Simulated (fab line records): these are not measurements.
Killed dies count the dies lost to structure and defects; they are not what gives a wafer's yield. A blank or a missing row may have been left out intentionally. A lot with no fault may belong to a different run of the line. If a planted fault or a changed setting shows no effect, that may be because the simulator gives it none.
Struck lot and sound lot, side by side / flow rit-cmos / 28 out of 202 route steps
Sound: the wafers L719.1, L719.2, L719.4. Struck: wafers L709.4, L709.5, L709.6. The cause is named last.
Per side, at each step with rows, come the tool, then ch with its chambers, and then its first start. Under that, the readings that differ: sound wafers / struck wafers / difference of the means / sigmas: that difference in standard deviations of wafers without a fault.
alike: a reading whose means differ by less than 2 such deviations, as well as words and numbers matching on both sides. not compared: withheld readings; readings where some wafer has no value; bounds like >300 that might hide an equal value; numbers whose values overlap and for which the record gives no deviation.
The two part at a step that has a row with sigmas, a row that says differs or no value, or rows on one side only. When numbers do not overlap yet have no deviation, they are printed without sigmas and do not part them. A reading that every wafer of one side lacks parts them only if that side has two wafers or more.

RIT_ACTIVE_BOW_MEAS_00:
  sound: film-metro-03 at day 4 03:00; struck: film-metro-01 at day 2 01:04
  alike: INCOMING_BOW
RIT_ACTIVE_OXIDATION_01: target thk 46.8 nm, ox time 3360 s.
  sound on furnace-04 ch 0, day 4 03:07; struck on furnace-01 ch 0, day 2 04:08
reading=zone-power-centre-pct (%); sound=47 47 47; struck=40 40 39; difference=-7; sigmas=-2
  alike: spike-tc-load-C
RIT_ACTIVE_THK_MEAS_02:
  sound: film-metro-03 at day 4 05:03; struck: film-metro-01 at day 2 06:09
reading=ACTIVE_OXIDE_THK (nm); sound=42.8 43.1 42.0; struck=66.1 66.8 66.4; difference=+23.8; sigmas=+24
then, 1 step without rows for these wafers: RIT_ACTIVE_CVD_03 (deposits Si3N4 from SiH2Cl2/NH3, target thk 150 nm, time 1500 s).
RIT_ACTIVE_THK_MEAS_04:
  sound: film-metro-03 at day 4 06:32; struck: film-metro-02 at day 2 07:38
  alike: ACTIVE_NITRIDE_THK
then, 6 steps without rows for these wafers: RIT_ACTIVE_HMDS_05 (prime time 60 s); RIT_ACTIVE_COAT_06 (resist thk 1000 nm); RIT_ACTIVE_SOFTBAKE_07 (time 60 s); RIT_ACTIVE_EXPOSE_08 (exposes mask M1, target cd 1400 nm); RIT_ACTIVE_PEB_09; RIT_ACTIVE_DEVELOP_10 (develop time 50 s).
RIT_ACTIVE_CD_MEAS_11 targets a cd of 1400 nm.
  sound: cd-sem-01 at day 4 07:26; struck: cd-sem-02 at day 2 08:52
  alike: cd-nm
then, 1 step without rows for these wafers: RIT_ACTIVE_HARDBAKE_12 (time 60 s).
RIT_ACTIVE_ETCH_13: etches Si3N4 in SF6, stops on SiO2, time 210 s, target depth 210 nm.
  sound on rie-diel-04 ch 1,2,3, day 4 07:43; struck on rie-diel-04 ch 0,1,2, day 2 09:09
reading=rf-hours-counter-h (h); sound=3 102 89; struck=- - -; difference=no value on the struck wafers; sigmas=
reading=model.SiO2_of_ACTIVE_OXIDATION_01.thk-nm (nm); sound=41.4 43.11 40.48; struck=64.75 66.8 66.36; difference=+24.31; sigmas=
  alike: drypump-motor-current-A, oes-product-au, throttle-valve-pct
RIT_ACTIVE_STRIP_14: strips in O2, time 180 s.
  sound on plasma-asher-04 ch 0,1, day 4 07:50; struck on plasma-asher-01 ch 0,1, day 2 09:16
  alike: drypump-motor-current-A
  not compared: rf-hours-counter-h
RIT_ACTIVE_CD_MEAS_90 targets a cd of 1400 nm.
  sound: cd-sem-01 at day 4 08:01; struck: cd-sem-02 at day 2 09:27
  alike: cd-nm
then, 4 steps without rows for these wafers: RIT_ACTIVE_CLEAN_15 (cleans in SC1, time 600 s); RIT_ACTIVE_CLEAN_16 (cleans in dHF, time 30 s); RIT_ACTIVE_CLEAN_17 (cleans in SC2, time 600 s); RIT_FOX1_OXIDATION_00 (target thk 350.7 nm, ox time 1130 s).
RIT_FOX1_THK_MEAS_01:
  sound: film-metro-04 at day 4 09:49; struck: film-metro-02 at day 2 11:13
  alike: FOX1_OXIDE_THK
then, 2 steps without rows for these wafers: RIT_FOX1_WET_ETCH_02 (etches SiO2 in BOE, target depth 350 nm, time 390 s); RIT_FOX2_OXIDATION_00 (target thk 350.7 nm, ox time 1181 s).
RIT_FOX2_THK_MEAS_01:
  sound: film-metro-03 at day 4 12:07; struck: film-metro-01 at day 2 13:32
  alike: FOX2_OXIDE_THK
then, 1 step without rows for these wafers: RIT_FOX2_CLEAN_02 (cleans in dHF, time 180 s).
RIT_FOX2_WET_ETCH_03: etches Si3N4 in H3PO4, target depth 195 nm, time 2700 s.
  sound on wet-bench-04 ch 1, day 4 12:14; struck on wet-bench-01 ch 3, day 2 13:41
reading=model.SiO2_of_ACTIVE_OXIDATION_01.thk-nm (nm); sound=36.68 38.19 35.84; struck=57.35 59.12 58.75; difference=+21.50; sigmas=
  alike: temp-c
RIT_FOX2_THK_MEAS_90:
  sound: film-metro-04 at day 4 13:00; struck: film-metro-04 at day 2 14:32
  alike: FIELD_OXIDE_LEFT_1_THK
RIT_M1_PROBE_99:
  sound: prober-02 at day 6 02:40; struck: prober-02 at day 4 06:51
reading=killed_at_M0_to_M3; sound=1 0 0; struck=0 0 0; difference=+0; sigmas=-2
  alike: killed-at-contacts, killed-at-front-end, killed-dies, killed-open, killed-short

== WHERE THEY PART ==
First at RIT_ACTIVE_OXIDATION_01; last, within this record, at RIT_M1_PROBE_99.

WHY: whatever the simulator had introduced
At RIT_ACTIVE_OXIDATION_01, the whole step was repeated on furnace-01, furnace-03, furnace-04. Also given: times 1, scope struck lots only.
